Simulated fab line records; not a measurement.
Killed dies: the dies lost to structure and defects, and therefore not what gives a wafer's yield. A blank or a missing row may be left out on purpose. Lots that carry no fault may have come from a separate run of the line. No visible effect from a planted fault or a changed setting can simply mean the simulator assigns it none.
fab line records | flow berkeley_cmos170
record: lots: 11 wafers: 33 last_day: 13
route steps=331 shown ZERO@12 NWELL@18 WELLDRIVE@57
lots with no fault: from the same line, run without faults
start_h: start of the lot's first displayed wafer, in hours after the record's first day | wait_h: hours since the lot's step before | " same as the row above | L1.1+2: one row covering several wafers at once | - either no value or no given start | * or withheld: withheld | < > ~ a bound
route shown NAME@n: NAME is a module with steps in the file, n the number in the route of the first one | usual: mean/standard deviation taken from wafers without a fault | same: alike in all rows | chamber/n: place in a boat | sites: readings site by site | _std_site: their standard deviation | _edge_site: inner sites' mean taken away from outer sites' mean | radius_mm: for every site, how far away it sits from the centre of the wafer | mask NAME#n: copy n | behind: the tool/chamber that last shaped the wafer | hold: what put the lot on hold/how long, in hours/how the hold closed | device: the n, p or np transistor that did not switch | end of line: the route-end tests of the same wafers | where a step has no rows: the recipe by itself | killed: dies that structure and defects cost at the first sort, which is not the same as the wafer's yield | map: a wafer's dies, marking killed ones x, the rest . and places with no die _
set.NAME: the setting that was run; set.NAME@STEP: the one run at that earlier step | model.NAME: the simulator's own value behind a step, which no gauge read
the route's steps for a sample of lots (tables are steps, rows are wafers)
services: when a tool's chamber went out of use (start_h, in hours from the record's first day, below 0 if earlier), for how many hours, and the reason
== steps ==
step: UCB170_ZERO_ETCH_06
recipe: chemistry: CHF3/CF4/Ar target: SiO2 time_s: 12 pressure_mtorr: 100 rf_w: 500 CHF3_flow_sccm: 50 cf4_flow_sccm: 10 Ar_flow_sccm: 120 over_etch_frac: 1.58
usual: chamber_pressure_mTorr: 100.00/0.091 drypump_motor_current_A: 5.7/0.57 oes_product_au: 0.621/0.0092 throttle_valve_pct: 9.25/0.18
same: over_etch_frac: 1.58
columns lot.wafer tool chamber start_h wait_h chamber_pressure_mTorr drypump_motor_current_A oes_product_au rf_hours_counter_h throttle_valve_pct
L370.1 rie_diel-03 1 28.54 - 99.99 5.2 0.623 67 9.52
L370.3 " 0 " " 100.05 6.6 0.626 29 9.08
L370.4 " 2 " " 99.98 6.2 0.622 3 9.37
L371.1 rie_diel-01 1 28.90 - 99.91 4.8 0.617 147 9.07
L371.5 " 3 " " 100.02 5.1 0.623 - 9.38
L371.6 " 2 " " 99.91 5.6 0.613 - 9.25
L373.2 rie_diel-04 0 35.60 - 99.98 5.1 0.627 9 9.29
L373.4 " 3 " " 99.91 5.5 0.618 85 9.03
L373.5 " 2 " " 99.81 5.3 0.609 - 9.46
L372.2 rie_diel-01 2 35.84 - 100.08 5.6 0.613 9 9.24
L372.5 " 2 " " 99.94 5.6 0.613 - 9.24
L372.6 " 0 " " 100.02 6.4 0.607 - 9.09
L374.2 rie_diel-03 3 42.37 - 100.16 5.7 0.595 162 8.96
L374.3 " 0 " " 100.00 6.5 0.637 29 9.12
L374.4 " 2 " " 100.05 6.2 0.629 3 9.38
L375.2 rie_diel-01 3 48.96 - 100.05 5.1 0.628 49 9.37
L375.4 " 0 " " 99.93 6.4 0.608 - 9.09
L375.6 " 3 " " 99.87 5.1 0.619 - 9.37
L382.1 rie_diel-03 2 90.46 - 100.03 6.2 0.613 5 9.38
L382.3 " 1 " " 100.03 5.2 0.628 69 9.53
L382.4 " 0 " " 99.86 6.6 0.636 31 9.09
L383.1 rie_diel-01 2 90.72 - 99.85 5.6 0.614 11 9.24
L383.3 " 0 " " 99.99 6.4 0.611 136 9.08
L383.4 " 3 " " 100.08 5.1 0.623 50 9.39
L386.1 rie_diel-03 0 101.01 - 99.77 6.6 0.629 31 9.09
L386.3 " 3 " " 100.06 5.7 0.606 164 8.97
L386.4 " 1 " " 100.13 5.2 0.628 70 9.53
L389.1 rie_diel-03 0 118.26 - 100.15 6.6 0.628 33 9.09
L389.4 " 1 " " 100.00 5.2 0.631 - 9.52
L389.6 " 2 " " 100.01 6.2 0.614 - 9.40
L391.2 rie_diel-04 2 126.76 - 100.05 5.3 0.613 120 9.45
L391.3 " 3 " " 100.05 5.5 0.625 87 9.05
L391.5 " 0 " " 100.08 5.1 0.630 - 9.30
step: UCB170_NWELL_CVD_04
recipe: material: Si3N4 target_thk_nm: 224 temp_c: 800 precursor: SiH2Cl2/NH3 time_s: 3360 pressure_mtorr: 200 sih2cl2_flow_sccm: 25 nh3_flow_sccm: 75
usual: nh3_flow_sccm: 74.99/0.24 sih2cl2_flow_sccm: 25.00/0.07 spike_tc_centre_C: 801.7/1.6 spike_tc_load_C: 822.8/2.7 susceptor_temp_C: 800.0/0.35
columns lot.wafer tool chamber start_h wait_h nh3_flow_sccm sih2cl2_flow_sccm spike_tc_centre_C spike_tc_load_C susceptor_temp_C
L370.1 lpcvd-02 0 35.53 0.0 75.40 25.02 799.4 819.4 799.6
L370.3 " 0 " " 75.40 24.99 800.4 822.0 799.4
L370.4 " 0 " " 75.23 24.97 800.0 818.4 799.5
L371.1 lpcvd-02 0 40.01 0.0 74.80 25.03 802.0 819.2 799.3
L371.5 " 0 " " 74.97 24.96 801.9 817.6 799.6
L371.6 " 0 " " 74.73 25.04 799.3 817.9 799.9
L372.2 lpcvd-02 1 49.15 0.9 75.04 24.95 800.2 826.3 800.3
L372.5 " 1 " " 74.75 24.97 802.2 826.5 800.4
L372.6 " 1 " " 74.82 25.03 799.4 825.2 800.4
L373.2 lpcvd-02 1 49.15 0.9 74.87 25.11 800.7 826.2 799.8
L373.4 " 1 " " 74.88 25.09 799.9 824.3 800.6
L373.5 " 1 " " 75.26 25.12 800.8 824.2 800.3
L374.2 lpcvd-02 0 52.55 0.0 74.73 24.85 800.8 817.5 800.1
L374.3 " 0 " " 74.86 24.94 800.6 818.2 800.0
L374.4 " 0 " " 74.77 24.92 801.7 818.7 799.7
L375.2 lpcvd-01 1 58.49 0.0 74.87 24.97 803.9 822.2 800.3
L375.4 " 1 " " 74.55 24.94 802.8 821.2 800.2
L375.6 " 1 " " 74.76 25.09 800.8 821.7 800.1
L382.1 lpcvd-01 0 99.24 0.0 74.88 25.00 794.0 813.5 791.0
L382.3 " 0 " " 74.78 25.07 793.4 813.9 791.2
L382.4 " 0 " " 74.69 25.07 791.8 812.9 791.1
L383.1 lpcvd-01 1 99.24 0.0 74.70 25.17 795.1 814.9 791.1
L383.3 " 1 " " 74.74 24.98 794.4 813.6 791.0
L383.4 " 1 " " 74.87 24.96 796.1 812.0 791.9
L386.1 lpcvd-02 0 111.54 0.0 74.85 25.03 802.4 818.8 799.9
L386.3 " 0 " " 75.19 24.89 800.5 819.2 800.1
L386.4 " 0 " " 75.17 25.01 801.5 819.7 799.8
L389.1 lpcvd-02 1 127.81 0.0 75.01 24.99 800.8 826.2 800.3
L389.4 " 1 " " 75.29 25.09 801.4 824.8 800.2
L389.6 " 1 " " 75.00 25.14 802.2 825.7 800.4
L391.2 lpcvd-02 1 139.13 0.0 75.23 24.93 800.1 825.8 800.0
L391.3 " 1 " " 74.93 24.98 801.6 826.3 799.6
L391.5 " 1 " " 75.03 25.01 799.7 827.4 799.7
step: UCB170_NWELL_THK_MEAS_05
recipe: reads: Si3N4_of_NWELL_CVD_04
usual: NWELL_NITRIDE_THK: 223.1/2.2
columns lot.wafer tool chamber start_h wait_h NWELL_NITRIDE_THK[nm]
L370.1 film_metro-03 - 37.52 0.1 227.8
L370.3 " - " " 228.2
L370.4 " - " " 228.2
L371.1 film_metro-02 - 41.94 0.0 224.8
L371.5 " - " " 223.2
L371.6 " - " " 225.2
L372.2 film_metro-04 - 51.09 0.0 223.2
L372.5 " - " " 225.3
L372.6 " - " " 225.3
L373.2 film_metro-03 - 51.09 0.0 219.7
L373.4 " - " " 219.2
L373.5 " - " " 220.4
L374.2 film_metro-02 - 54.50 0.0 226.0
L374.3 " - " " 223.9
L374.4 " - " " 225.2
L375.2 film_metro-02 - 61.40 0.0 223.2
L375.4 " - " " 225.7
L375.6 " - " " 225.4
L382.1 film_metro-04 - 101.17 0.0 191.0
L382.3 " - " " 190.8
L382.4 " - " " 191.0
L383.1 film_metro-02 - 101.17 0.0 189.6
L383.3 " - " " 187.9
L383.4 " - " " 190.2
L386.1 film_metro-04 - 115.89 0.0 223.5
L386.3 " - " " 222.9
L386.4 " - " " 223.1
L389.1 film_metro-02 - 129.74 0.0 224.1
L389.4 " - " " 220.9
L389.6 " - " " 221.5
L391.2 film_metro-02 - 141.08 0.0 224.8
L391.3 " - " " 222.9
L391.5 " - " " 224.5
step: UCB170_NWELL_ETCH_13
recipe: chemistry: CH3F/Ar/O2 target: Si3N4 stop_on: SiO2 CH3F_flow_sccm: 20 Ar_flow_sccm: 50 O2_flow_sccm: 7 pressure_mtorr: 50 rf_w: 450 target_depth_a: 2464 over_etch_frac: 0.1 time_s: 154
usual: CH3F_flow_sccm: 20.00/0.063 chamber_pressure_mTorr: 50.00/0.048 drypump_motor_current_A: 5.7/0.51 oes_product_au: 0.945/0.013 throttle_valve_pct: 8.08/0.16
same: over_etch_frac: 0.1
columns lot.wafer tool chamber start_h wait_h CH3F_flow_sccm chamber_pressure_mTorr drypump_motor_current_A oes_product_au rf_hours_counter_h throttle_valve_pct
L370.1 rie_diel-03 3 39.01 0.0 20.04 49.95 5.6 0.924 162 7.80
L370.3 " 2 " " 19.99 49.96 6.2 0.961 3 8.15
L370.4 " 0 " " 20.03 50.04 6.5 0.966 29 7.95
L371.1 rie_diel-04 1 43.08 0.0 19.98 50.00 6.6 0.932 54 8.02
L371.5 " 3 " " 20.04 50.03 5.5 0.940 - 7.89
L371.6 " 2 " " 20.03 49.99 5.3 0.941 - 8.27
L373.2 rie_diel-02 0 52.16 0.0 20.06 49.97 5.3 0.944 4 7.99
L373.4 " 1 " " 19.98 50.00 5.8 0.943 - 8.17
L373.5 " 0 " " 20.19 50.07 5.3 0.942 - 7.98
L372.2 rie_diel-02 1 52.65 0.0 20.01 50.02 5.8 0.946 88 8.18
L372.5 " 3 " " 20.01 50.05 5.1 0.963 - 8.12
L372.6 " 1 " " 19.99 49.99 5.8 0.942 - 8.15
L374.2 rie_diel-03 3 55.55 0.0 19.94 50.00 5.7 0.927 162 7.78
L374.3 " 2 " " 20.10 50.04 6.2 0.948 4 8.16
L374.4 " 0 " " 19.89 49.96 6.6 0.968 30 7.94
L375.2 rie_diel-04 0 62.57 0.0 19.92 49.97 5.1 0.952 10 8.10
L375.4 " 2 " " 20.06 50.02 5.3 0.935 117 8.24
L375.6 " 2 " " 19.97 49.94 5.3 0.930 - 8.26
L383.1 rie_diel-02 2 102.48 0.0 20.04 50.02 5.7 0.855 2 8.26
L383.3 " 0 " " 19.90 49.97 5.3 0.865 6 7.97
L383.4 " 1 " " 20.08 50.11 5.8 0.856 88 8.16
L382.1 rie_diel-04 2 102.87 0.0 20.02 50.00 5.3 0.850 119 8.26
L382.3 " 3 " " 19.95 50.00 5.5 0.862 87 7.86
L382.4 " 1 " " 20.11 50.04 6.7 0.852 56 8.01
L386.1 rie_diel-02 1 116.83 0.0 19.94 49.89 5.8 0.955 89 8.17
L386.3 " 0 " " 19.95 50.03 5.3 0.944 7 8.01
L386.4 " 2 " " 20.01 49.98 5.7 0.936 3 8.26
L389.1 rie_diel-04 0 132.60 0.0 20.07 50.02 5.1 0.956 13 8.11
L389.4 " 3 " " 20.03 50.05 5.5 0.944 88 7.87
L389.6 " 3 " " 20.08 50.12 5.5 0.944 - 7.86
L391.2 rie_diel-03 3 142.99 0.0 20.00 49.93 5.6 0.929 1 7.80
L391.3 " 0 " " 19.91 50.02 6.6 0.959 34 7.94
L391.5 " 3 " " 19.88 49.93 5.6 0.932 - 7.77
step: UCB170_NWELL_STRIP_15
recipe: chemistry: O2 power_w: 400 pressure_mtorr: 3500 platen_temp_c: withheld o2_flow_sccm: 400 overash_fraction: 0.5
usual: chamber_pressure_mTorr: 3500.2/2.8 drypump_motor_current_A: 5.6/0.46 oes_product_au: 0.721/0.0044 strip_time_to_endpoint_s: 18.02/0.086
columns lot.wafer tool chamber start_h wait_h chamber_pressure_mTorr drypump_motor_current_A oes_product_au rf_hours_counter_h strip_time_to_endpoint_s
L370.1 plasma_asher-03 1 39.26 0.1 3501.0 5.8 0.720 24 18.08
L370.3 " 0 " " 3499.4 4.9 0.726 - 18.13
L370.4 " 1 " " 3503.7 5.7 0.714 - 17.94
L371.1 plasma_asher-03 0 43.33 0.1 3500.8 4.9 0.717 25 17.98
L371.5 " 1 " " 3498.3 5.8 0.727 - 18.04
L371.6 " 0 " " 3499.1 4.9 0.726 - 18.01
L373.2 plasma_asher-03 0 52.41 0.1 3500.7 4.9 0.717 25 18.10
L373.4 " 1 " " 3502.9 5.8 0.721 - 18.09
L373.5 " 1 " " 3502.6 5.8 0.716 - 18.05
L372.2 plasma_asher-04 1 52.90 0.1 3496.3 6.0 0.720 29 18.08
L372.5 " 1 " " 3499.9 6.0 0.717 - 17.90
L372.6 " 0 " " 3494.5 5.1 0.721 - 17.93
L374.2 plasma_asher-04 0 55.80 0.1 3501.4 5.1 0.722 29 18.05
L374.3 " 1 " " 3500.8 5.9 0.729 - 18.16
L374.4 " 0 " " 3498.2 5.1 0.720 - 18.00
L375.2 plasma_asher-03 0 62.82 0.1 3501.8 4.9 0.723 27 17.97
L375.4 " 1 " " 3500.1 5.8 0.720 - 18.15
L375.6 " 0 " " 3500.4 4.9 0.727 - 18.04
L383.1 plasma_asher-04 0 102.73 0.1 3503.6 5.1 0.721 34 17.99
L383.3 " 0 " " 3500.7 5.1 0.725 - 17.97
L383.4 " 1 " " 3496.8 5.9 0.718 - 18.03
L382.1 plasma_asher-01 0 103.13 0.1 3499.7 6.2 0.714 37 18.03
L382.3 " 1 " " 3500.0 5.6 0.724 - 18.05
L382.4 " 0 " " 3499.7 6.2 0.715 - 18.00
L386.1 plasma_asher-03 0 117.08 0.1 3501.8 5.0 0.718 32 18.10
L386.3 " 0 " " 3500.1 4.9 0.720 - 18.08
L386.4 " 1 " " 3497.6 5.7 0.714 - 18.08
L389.1 plasma_asher-01 0 132.85 0.1 3496.6 6.2 0.728 2 18.05
L389.4 " 1 " " 3500.5 5.6 0.721 - 18.11
L389.6 " 1 " " 3506.6 5.6 0.718 - 18.19
L391.2 plasma_asher-01 1 143.24 0.1 3496.8 5.6 0.722 3 18.02
L391.3 " 1 " " 3496.6 5.6 0.724 - 18.06
L391.5 " 1 " " 3502.0 5.6 0.719 - 18.05
step: UCB170_WELLDRIVE_THK_MEAS_02
recipe: reads: SiO2_of_WELLDRIVE_OXIDATION_01
usual: WELLDRIVE_OXIDE_THK: 199.7/2.9
columns lot.wafer tool chamber start_h wait_h WELLDRIVE_OXIDE_THK[nm]
L371.1 film_metro-03 - 72.32 0.0 197.4
L371.5 " - " " 197.1
L371.6 " - " " 197.1
L370.1 film_metro-01 - 72.38 0.1 200.5
L370.3 " - " " 202.0
L370.4 " - " " 197.8
L372.2 film_metro-02 - 88.67 0.0 200.6
L372.5 " - " " 201.6
L372.6 " - " " 200.5
L373.2 film_metro-03 - 88.67 0.0 202.6
L373.4 " - " " 200.7
L373.5 " - " " 201.0
L374.2 film_metro-01 - 88.67 0.0 201.6
L374.3 " - " " 197.7
L374.4 " - " " 196.8
L375.2 film_metro-01 - 111.59 0.0 197.8
L375.4 " - " " 198.5
L375.6 " - " " 196.0
L382.1 film_metro-01 - 137.86 0.0 194.5
L382.3 " - " " 195.0
L382.4 " - " " 200.3
L383.1 film_metro-02 - 137.86 0.0 194.4
L383.3 " - " " 193.3
L383.4 " - " " 195.0
L386.1 film_metro-02 - 148.07 0.0 204.9
L386.3 " - " " 203.4
L386.4 " - " " 203.1
L389.1 film_metro-01 - 165.71 0.0 198.2
L389.4 " - " " 197.8
L389.6 " - " " 200.4
L391.2 film_metro-01 - 180.24 0.0 197.5
L391.3 " - " " 198.0
L391.5 " - " " 196.2
== services ==
columns tool chamber start_h hours kind
rie_diel-02 3 8.71 14.2 repair
lpcvd-01 - 22.75 6.0 pm
rie_diel-02 2 31.07 - clean
rie_diel-02 2 31.07 21.7 scheduled_down
rie_diel-02 2 31.07 21.7 vent_cycle
rie_diel-01 1 31.77 27.0 repair
rie_diel-02 1 65.10 34.9 repair
rie_diel-04 3 69.13 9.5 repair
rie_diel-01 0 73.96 7.8 repair
rie_diel-02 - 80.04 1.2 repair
rie_diel-04 3 85.34 10.5 repair
rie_diel-03 3 102.49 - clean
rie_diel-03 3 102.49 17.0 scheduled_down
rie_diel-03 3 102.49 17.0 vent_cycle
plasma_asher-01 - 104.20 0.8 repair
rie_diel-01 0 104.42 2.1 repair
plasma_asher-01 - 108.75 9.0 pm
plasma_asher-01 0 108.75 9.0 vent_cycle
plasma_asher-01 1 108.75 9.0 vent_cycle
rie_diel-03 2 115.08 1.6 repair
plasma_asher-01 0 117.75 - clean
plasma_asher-01 1 117.75 - clean
rie_diel-03 1 135.08 8.2 repair
== key ==
first_sign: step: UCB170_NWELL_CVD_04 reading: susceptor_temp_C direction: down sigmas: 25 usual: * struck: *
effect: step: UCB170_NWELL_CVD_04 reading: spike_tc_centre_C direction: down sigmas: 4.9 usual: 801.7 struck: 794.1
effect: step: UCB170_NWELL_THK_MEAS_05 reading: NWELL_NITRIDE_THK direction: down sigmas: 15 usual: 223.1 struck: 190.1
effect: step: UCB170_NWELL_ETCH_13 reading: oes_product_au direction: down sigmas: 7 usual: 0.945 struck: 0.857
met_at UCB170_NWELL_CVD_04
struck_lots L382,L383
tester_left_out L382,L383
not_acting_at UCB170_ZERO_ETCH_06,UCB170_NWELL_STRIP_15,UCB170_WELLDRIVE_THK_MEAS_02
onset_between 58.49 99.24
fault: kind: process_parameter_drift tool: lpcvd-01 chamber: - onset_h: 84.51 steps: UCB170_NWELL_CVD_04 channel: temp_c offset: * shape: step end_h: 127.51 acts_in: * stated: *
tester_left_out: of these lots the tester's yield and bins aren't shown, on N5 and GAA mostly nor the transistor test; their killed dies are dies lost to structure and defects alone, not to doping, threshold or leakage, so they don't give the yield
